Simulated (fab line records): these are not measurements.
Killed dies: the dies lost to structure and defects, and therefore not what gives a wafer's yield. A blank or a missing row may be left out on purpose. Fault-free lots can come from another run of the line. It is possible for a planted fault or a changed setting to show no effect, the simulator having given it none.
The tool behind it: which one? ; flow rit cmos ; route of 202 steps, sampled at 1 step: 6 lots, 18 wafers

== WHAT THE GAUGES READ, wafer by wafer ==
RIT_ACTIVE_THK_MEAS_04.
lot;measured;on;ACTIVE_NITRIDE_THK (nm)
L348;day 1 18:32;film metro-01;149.0 149.8 149.1
L351;day 2 11:25;film metro-01;146.4 146.3 148.1
L354;day 3 01:13;film metro-04;153.0 152.4 152.2
L357;day 3 15:55;film metro-01;150.1 150.3 150.8
L361;day 4 11:59;film metro-01;149.3 151.2 149.3
L369;day 6 05:29;film metro-04;151.9 151.1 150.9

== WHAT TOOL EACH LOT RAN ON (gives the tool, then ch and the chambers of the sampled wafers, and finally the start) ==
The record shows no process step preceding these readings.

== THE ANSWER, worked out from the rows above alone ==
Rule: the usual values come from the lots themselves. The widest of any qualifying gaps counts: lots, ordered by their means at a reading, are off when they make up no more than a third of the lots, leave a main group of 4 or more, and stand apart from it by 3 or more times the standard deviation of that group's means. If all means in a main group match to the digits the tables above print for the reading, that group is not used. Also off: a lot with no number at a reading for which 4 or more lots have one. All remaining lots with rows at the step are treated as sound.
No lot is off at any reading shown: from this, nothing can be told.

== WHAT HAD BEEN PUT IN BY THE SIMULATOR ==
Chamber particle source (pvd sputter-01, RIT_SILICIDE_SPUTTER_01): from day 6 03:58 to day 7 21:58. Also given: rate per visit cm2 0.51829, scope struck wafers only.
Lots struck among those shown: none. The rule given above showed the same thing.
